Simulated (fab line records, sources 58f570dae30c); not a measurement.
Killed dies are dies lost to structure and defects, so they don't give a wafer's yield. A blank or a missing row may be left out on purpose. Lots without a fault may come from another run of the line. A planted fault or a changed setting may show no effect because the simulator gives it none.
One fault seen from 2 desks | flow berkeley_cmos170 | each desk has only its own numbers; what lay behind them comes last

THE TOOL OWNER'S DESK: rie_diel-03
The tool's own readings at UCB170_GATE_ETCH_14 (etches BARC in N2/H2): means of the sampled wafers that have a number, for each lot that ran on this tool. A lot is out of limits, marked OUT, if its mean lies more than 4 standard deviations from the usual mean; the brackets give that distance.
Columns: A = drypump_motor_current_A at UCB170_GATE_ETCH_14, usual 5.7 A; B = oes_product_au at UCB170_GATE_ETCH_14, usual 1.013 a.u.; C = throttle_valve_pct at UCB170_GATE_ETCH_14, usual 13.33 %
lot  | first seen here | A   | B                | C
L876 | day 8 03:08     | 5.4 | 1.029            | 13.33
L884 | day 10 01:34    | 5.6 | 1.229 (+9.0) OUT | 13.23
L885 | day 10 04:35    | 5.5 | 1.231 (+9.1) OUT | 13.25
This desk's finding: out of limits on L884, L885; first on L884, day 10 01:34 (oes_product_au at UCB170_GATE_ETCH_14). In limits: L876.

THE METROLOGY DESK
What the gauges read, lot by lot, whatever tool the lot ran on: means of the sampled wafers that have a number. A lot is out of limits, marked OUT, if its mean lies more than 4 standard deviations from the usual mean; the brackets give that distance.
Columns: A = GATE_OXIDE_THK at UCB170_GATE_THK_MEAS_02, usual 6.59 nm; B = GATE_POLY_THK at UCB170_GATE_THK_MEAS_05, usual 214.8 nm; C = cd_nm at UCB170_GATE_CD_MEAS_12, usual 349.9 nm; D = GATE_OVL at UCB170_GATE_OVL_MEAS_13, usual 5 nm
lot  | first seen here | A    | B     | C     | D
L876 | day 7 17:58     | 6.63 | 215.2 | 350.8 | 6
L875 | day 7 17:59     | 6.50 | 216.9 | 350.6 | 3
L884 | day 9 16:41     | 6.44 | 214.4 | 352.4 | 11
L885 | day 9 20:24     | 6.40 | 216.9 | 348.8 | 0
L887 | day 10 06:46    | 6.59 | 221.5 | 349.4 | 8
L893 | day 11 20:26    | 6.69 | 214.4 | 350.4 | 7
This desk's finding: nothing out of limits on any of the 6 lots.

PUT TOGETHER
The tool owner's desk could have raised an alarm at day 10 01:34, on L884, L885.
The metrology desk saw nothing out of limits.
The metrology desk has L884, L885 on record, within its limits.
Of the lots named, all ran UCB170_GATE_ETCH_14 on rie_diel-03.

WHAT THE SIMULATOR HAD PUT IN
Process parameter drift: rie_diel-03, from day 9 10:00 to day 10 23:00, at UCB170_GATE_ETCH_14. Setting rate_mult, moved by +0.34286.
Lots struck among those shown: L884, L885.
Hours from the fault's start to each desk's first reading out of limits: the tool owner's desk, 16.
